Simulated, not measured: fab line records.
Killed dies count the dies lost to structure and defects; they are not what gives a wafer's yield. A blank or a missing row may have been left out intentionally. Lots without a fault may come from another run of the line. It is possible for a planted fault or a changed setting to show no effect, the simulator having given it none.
What tool caused it? / flow berkeleyCmos170 / 14 lots with 42 wafers sampled at 6 steps, on a route of 331 steps

## WHAT EACH GAUGE READ, for each wafer
UCB170_PLDD_OVL_MEAS_07. Usual: for PLDD_OVL the level is -2 nm and the standard deviation is 4.7.
lot=L772; measured=day 7 06:34; on=overlay-02; PLDD_OVL (nm)=0 -1 -2; flag=
lot=L773; measured=day 7 06:49; on=overlay-01; PLDD_OVL (nm)=-2 -7 -3; flag=
lot=L775; measured=day 7 15:02; on=overlay-01; PLDD_OVL (nm)=-1 -3 0; flag=
lot=L780; measured=day 8 19:40; on=overlay-01; PLDD_OVL (nm)=6 -1 -3; flag=
lot=L779; measured=day 8 19:40; on=overlay-02; PLDD_OVL (nm)=3 -6 -12; flag=
lot=L778; measured=day 8 19:56; on=overlay-01; PLDD_OVL (nm)=5 5 -2; flag=
lot=L783; measured=day 10 04:01; on=overlay-02; PLDD_OVL (nm)=-8 5 -5; flag=
lot=L784; measured=day 10 03:56; on=overlay-01; PLDD_OVL (nm)=-10 -7 -6; flag=
lot=L782; measured=day 10 04:13; on=overlay-02; PLDD_OVL (nm)=3 -1 2; flag=
lot=L789; measured=day 11 01:26; on=overlay-01; PLDD_OVL (nm)=-8 -12 -8; flag=
lot=L791; measured=day 11 14:13; on=overlay-01; PLDD_OVL (nm)=-1 0 7; flag=
lot=L793; measured=day 12 03:20; on=overlay-01; PLDD_OVL (nm)=-3 -1 -9; flag=
lot=L794; measured=day 12 14:29; on=overlay-01; PLDD_OVL (nm)=-2 0 -7; flag=
lot=L795; measured=day 12 14:44; on=overlay-01; PLDD_OVL (nm)=1 4 -5; flag=

UCB170_PLDD_TW_MEAS_11. Usual: for PLDD_TW the level is 1009 and the standard deviation is 6.9.
lot=L772; measured=day 7 07:01; on=filmMetro-01; PLDD_TW=1015 1013 1014; flag=
lot=L773; measured=day 7 07:16; on=filmMetro-03; PLDD_TW=1020 1015 1023; flag=
lot=L775; measured=day 7 15:28; on=filmMetro-02; PLDD_TW=1000 996 1003; flag=
lot=L780; measured=day 8 20:08; on=filmMetro-01; PLDD_TW=1004 1008 999; flag=
lot=L779; measured=day 8 20:09; on=filmMetro-02; PLDD_TW=1005 1005 1008; flag=
lot=L778; measured=day 8 20:23; on=filmMetro-01; PLDD_TW=1007 1008 1004; flag=
lot=L783; measured=day 10 04:29; on=filmMetro-02; PLDD_TW=1002 1000 1002; flag=
lot=L784; measured=day 10 04:22; on=filmMetro-01; PLDD_TW=1014 1016 1012; flag=
lot=L782; measured=day 10 04:45; on=filmMetro-01; PLDD_TW=1006 1008 1011; flag=
lot=L789; measured=day 11 01:52; on=filmMetro-02; PLDD_TW=926 932 932; flag=OFF
lot=L791; measured=day 11 14:40; on=filmMetro-03; PLDD_TW=934 938 935; flag=OFF
lot=L793; measured=day 12 03:46; on=filmMetro-01; PLDD_TW=1002 1009 1007; flag=
lot=L794; measured=day 12 14:55; on=filmMetro-02; PLDD_TW=1002 1003 1005; flag=
lot=L795; measured=day 12 15:11; on=filmMetro-01; PLDD_TW=1007 1000 1007; flag=

UCB170_NLDD_CD_MEAS_06: the cd target is 1200 nm. Usual: cdNm 1200.3 nm, standard deviation 1.5.
lot=L772; measured=day 7 08:49; on=cdSem-01; cdNm (nm)=1199.8 1199.9 1199.8; flag=
lot=L773; measured=day 7 09:07; on=cdSem-01; cdNm (nm)=1200.2 1200.1 1199.9; flag=
lot=L775; measured=day 7 16:33; on=cdSem-01; cdNm (nm)=1201.6 1200.8 1201.3; flag=
lot=L780; measured=day 8 21:26; on=cdSem-01; cdNm (nm)=1203.2 1203.5 1202.9; flag=
lot=L779; measured=day 8 21:40; on=cdSem-02; cdNm (nm)=1201.1 1202.2 1201.2; flag=
lot=L778; measured=day 8 22:09; on=cdSem-01; cdNm (nm)=1198.2 1199.5 1199.3; flag=
lot=L783; measured=day 10 06:59; on=cdSem-02; cdNm (nm)=1200.3 1201.1 1200.4; flag=
lot=L784; measured=day 10 06:43; on=cdSem-02; cdNm (nm)=1200.3 1199.4 1199.5; flag=
lot=L782; measured=day 10 07:16; on=cdSem-01; cdNm (nm)=1202.2 1202.2 1201.4; flag=
lot=L789; measured=day 11 03:06; on=cdSem-01; cdNm (nm)=1201.1 1201.8 1201.0; flag=
lot=L791; measured=day 11 16:50; on=cdSem-02; cdNm (nm)=1201.5 1201.3 1201.1; flag=
lot=L793; measured=day 12 05:03; on=cdSem-02; cdNm (nm)=1198.0 1199.0 1198.0; flag=
lot=L794; measured=day 12 16:01; on=cdSem-02; cdNm (nm)=1203.4 1202.1 1201.7; flag=
lot=L795; measured=day 12 16:19; on=cdSem-01; cdNm (nm)=1199.7 1199.6 1199.5; flag=

UCB170_SDANNEAL_RS_MEAS_04: measurement is done with a four-point probe. Usual: for PLDD_RS the level is 1031.2 ohm/sq and the standard deviation is 2.4.
lot=L772; measured=day 7 21:37; on=filmMetro-02; PLDD_RS (ohm/sq)=1027.9 1028.1 1031.4; flag=
lot=L773; measured=day 7 21:17; on=filmMetro-03; PLDD_RS (ohm/sq)=1029.3 1034.4 1031.6; flag=
lot=L775; measured=day 8 06:58; on=filmMetro-03; PLDD_RS (ohm/sq)=1029.8 1032.7 1031.6; flag=
lot=L780; measured=day 9 13:40; on=filmMetro-03; PLDD_RS (ohm/sq)=1034.4 1033.4 1037.8; flag=
lot=L779; measured=day 9 13:57; on=filmMetro-01; PLDD_RS (ohm/sq)=1030.3 1034.4 1033.0; flag=
lot=L778; measured=day 9 14:11; on=filmMetro-02; PLDD_RS (ohm/sq)=1030.5 1031.2 1033.5; flag=
lot=L783; measured=day 10 18:01; on=filmMetro-02; PLDD_RS (ohm/sq)=1029.3 1034.0 1033.7; flag=
lot=L784; measured=day 10 18:24; on=filmMetro-03; PLDD_RS (ohm/sq)=1029.1 1029.2 1028.7; flag=
lot=L782; measured=day 10 18:56; on=filmMetro-03; PLDD_RS (ohm/sq)=1034.2 1032.6 1030.1; flag=
lot=L789; measured=day 11 17:17; on=filmMetro-02; PLDD_RS (ohm/sq)=1257.0 1258.8 1261.5; flag=OFF
lot=L791; measured=day 12 07:19; on=filmMetro-01; PLDD_RS (ohm/sq)=1258.8 1261.4 1257.0; flag=OFF
lot=L793; measured=day 12 17:38; on=filmMetro-01; PLDD_RS (ohm/sq)=1034.6 1034.4 1032.3; flag=
lot=L794; measured=day 13 02:48; on=filmMetro-02; PLDD_RS (ohm/sq)=1032.1 1030.3 1030.7; flag=
lot=L795; measured=day 13 03:44; on=filmMetro-03; PLDD_RS (ohm/sq)=1025.1 1028.7 1026.7; flag=

## EACH LOT AND THE TOOL THAT RAN IT (in order: tool; ch and the chambers of the sampled wafers; start)
lot=L772; UCB170_GATE_ETCH_15=rieSi-01 ch 1,2, day 7 04:57; UCB170_PLDD_IMPLANT_09=implanter-01 ch 0, day 7 06:47
lot=L773; UCB170_GATE_ETCH_15=rieSi-02 ch 0,1,3, day 7 05:09; UCB170_PLDD_IMPLANT_09=implanter-03 ch 0, day 7 07:02
lot=L775; UCB170_GATE_ETCH_15=rieSi-01 ch 0,1,3, day 7 13:37; UCB170_PLDD_IMPLANT_09=implanter-04 ch 0, day 7 15:14
lot=L780; UCB170_GATE_ETCH_15=rieSi-02 ch 2,3, day 8 17:14; UCB170_PLDD_IMPLANT_09=implanter-01 ch 0, day 8 19:53
lot=L779; UCB170_GATE_ETCH_15=rieSi-01 ch 0,1, day 8 17:48; UCB170_PLDD_IMPLANT_09=implanter-03 ch 0, day 8 19:51
lot=L778; UCB170_GATE_ETCH_15=rieSi-02 ch 0,1,2, day 8 17:57; UCB170_PLDD_IMPLANT_09=implanter-04 ch 0, day 8 20:08
lot=L783; UCB170_GATE_ETCH_15=rieSi-02 ch 1,2, day 10 00:51; UCB170_PLDD_IMPLANT_09=implanter-01 ch 0, day 10 04:15
lot=L784; UCB170_GATE_ETCH_15=rieSi-01 ch 0,2,3, day 10 00:59; UCB170_PLDD_IMPLANT_09=implanter-03 ch 0, day 10 04:08
lot=L782; UCB170_GATE_ETCH_15=rieSi-02 ch 1,2,3, day 10 01:14; UCB170_PLDD_IMPLANT_09=implanter-03 ch 0, day 10 04:29
lot=L789; UCB170_GATE_ETCH_15=rieSi-01 ch 0,1, day 10 23:15; UCB170_PLDD_IMPLANT_09=implanter-04 ch 0, day 11 01:38
lot=L791; UCB170_GATE_ETCH_15=rieSi-01 ch 1,2,3, day 11 11:08; UCB170_PLDD_IMPLANT_09=implanter-04 ch 0, day 11 14:25
lot=L793; UCB170_GATE_ETCH_15=rieSi-02 ch 1,3, day 12 01:30; UCB170_PLDD_IMPLANT_09=implanter-03 ch 0, day 12 03:31
lot=L794; UCB170_GATE_ETCH_15=rieSi-01 ch 2,3, day 12 12:58; UCB170_PLDD_IMPLANT_09=implanter-03 ch 0, day 12 14:40
lot=L795; UCB170_GATE_ETCH_15=rieSi-02 ch 1,2,3, day 12 13:16; UCB170_PLDD_IMPLANT_09=implanter-01 ch 0, day 12 14:58
- UCB170_GATE_ETCH_15: etches poly-Si in HBr/Cl2, stops on SiO2, time 56.3 s, target depth 278.2 nm.
- UCB170_PLDD_IMPLANT_09

## WHAT THE TOOLS THEMSELVES READ (means of the sampled wafers that have a number; where no wafer has one, the mark that the record gives instead)
UCB170_GATE_ETCH_15. Usual: drypumpMotorCurrentA 5.7 A, standard deviation 0.57; oesProductAu 0.837 a.u., standard deviation 0.015; throttleValvePct 26.45 %, standard deviation 0.2.
lot=L772; tool=rieSi-01; drypumpMotorCurrentA (A)=6.4; oesProductAu (a.u.)=0.816; throttleValvePct (%)=26.42; flag=
lot=L773; tool=rieSi-02; drypumpMotorCurrentA (A)=5.7; oesProductAu (a.u.)=0.836; throttleValvePct (%)=26.55; flag=
lot=L775; tool=rieSi-01; drypumpMotorCurrentA (A)=6.1; oesProductAu (a.u.)=0.831; throttleValvePct (%)=26.44; flag=
lot=L780; tool=rieSi-02; drypumpMotorCurrentA (A)=5.1; oesProductAu (a.u.)=0.850; throttleValvePct (%)=26.43; flag=
lot=L779; tool=rieSi-01; drypumpMotorCurrentA (A)=5.7; oesProductAu (a.u.)=0.832; throttleValvePct (%)=26.56; flag=
lot=L778; tool=rieSi-02; drypumpMotorCurrentA (A)=5.5; oesProductAu (a.u.)=0.840; throttleValvePct (%)=26.43; flag=
lot=L783; tool=rieSi-02; drypumpMotorCurrentA (A)=5.3; oesProductAu (a.u.)=0.844; throttleValvePct (%)=26.28; flag=
lot=L784; tool=rieSi-01; drypumpMotorCurrentA (A)=5.8; oesProductAu (a.u.)=0.823; throttleValvePct (%)=26.44; flag=
lot=L782; tool=rieSi-02; drypumpMotorCurrentA (A)=5.5; oesProductAu (a.u.)=0.850; throttleValvePct (%)=26.37; flag=
lot=L789; tool=rieSi-01; drypumpMotorCurrentA (A)=5.8; oesProductAu (a.u.)=0.836; throttleValvePct (%)=26.57; flag=
lot=L791; tool=rieSi-01; drypumpMotorCurrentA (A)=6.3; oesProductAu (a.u.)=0.837; throttleValvePct (%)=26.41; flag=
lot=L793; tool=rieSi-02; drypumpMotorCurrentA (A)=5.9; oesProductAu (a.u.)=0.831; throttleValvePct (%)=26.29; flag=
lot=L794; tool=rieSi-01; drypumpMotorCurrentA (A)=6.1; oesProductAu (a.u.)=0.849; throttleValvePct (%)=26.45; flag=
lot=L795; tool=rieSi-02; drypumpMotorCurrentA (A)=5.5; oesProductAu (a.u.)=0.841; throttleValvePct (%)=26.36; flag=

UCB170_PLDD_IMPLANT_09. Usual: doseIonsCm2 5e+13, standard deviation 6.1e+10; faradayCurrentUA 159, standard deviation 3.4.
lot=L772 tool=implanter-01 doseIonsCm2=5e+13 faradayCurrentUA=158 flag=
lot=L773 tool=implanter-03 doseIonsCm2=5e+13 faradayCurrentUA=159 flag=
lot=L775 tool=implanter-04 doseIonsCm2=5e+13 faradayCurrentUA=158 flag=
lot=L780 tool=implanter-01 doseIonsCm2=5e+13 faradayCurrentUA=161 flag=
lot=L779 tool=implanter-03 doseIonsCm2=5e+13 faradayCurrentUA=159 flag=
lot=L778 tool=implanter-04 doseIonsCm2=5e+13 faradayCurrentUA=158 flag=
lot=L783 tool=implanter-01 doseIonsCm2=5e+13 faradayCurrentUA=157 flag=
lot=L784 tool=implanter-03 doseIonsCm2=5e+13 faradayCurrentUA=162 flag=
lot=L782 tool=implanter-03 doseIonsCm2=5e+13 faradayCurrentUA=161 flag=
lot=L789 tool=implanter-04 doseIonsCm2=3e+13 faradayCurrentUA=89 flag=OFF
lot=L791 tool=implanter-04 doseIonsCm2=3e+13 faradayCurrentUA=88 flag=OFF
lot=L793 tool=implanter-03 doseIonsCm2=5e+13 faradayCurrentUA=156 flag=
lot=L794 tool=implanter-03 doseIonsCm2=5e+13 faradayCurrentUA=159 flag=
lot=L795 tool=implanter-01 doseIonsCm2=5e+13 faradayCurrentUA=157 flag=

## THE ANSWER, worked out from the rows above alone
Rule: lot off if the mean of its wafers having a number is beyond 3 standard deviations from the usual mean. Also off: a lot with no number at a reading for which 4 or more lots have one. Any other lot the step has rows for is counted as sound. Order of review: gauges by route order, followed by the tools' own readings, for which a lot's mean as printed above is used. The first step at which some lot is off is used, and at that step the reading that is off furthest; a lot without a number counts as furthest.
Off: at UCB170_PLDD_TW_MEAS_11 (PLDD_TW), L789, L791.
If a tool, at a process step before that reading, ran all the lots that are off and no sound lot after the first of them, it fits. Not tried: the gauges at UCB170_PLDD_TW_MEAS_11; whatever is off there is also off at UCB170_PLDD_IMPLANT_09, on other tools, and gauge error can't account for it. One fits: UCB170_PLDD_IMPLANT_09 on implanter-04. Its last sound lot is L778 (day 8 20:08), its first lot that is off L789 (day 11 01:38): a fault that began between those two fits.
The tool's own readings at UCB170_PLDD_IMPLANT_09 bear it out: on the lots that are off they differ by more than 5 times the standard deviation of the sound lots' means. doseIonsCm2 reads 3e+13 there against 5e+13 on the sound lots; faradayCurrentUA reads 88 there against 159 on the sound lots.

## WHAT THE SIMULATOR HAD PUT IN
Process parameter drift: implanter-04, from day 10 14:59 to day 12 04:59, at UCB170_PLDD_IMPLANT_09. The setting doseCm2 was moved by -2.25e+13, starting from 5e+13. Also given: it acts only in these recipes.
Shown lots that were struck: L789, L791. The rule above reached the same finding.
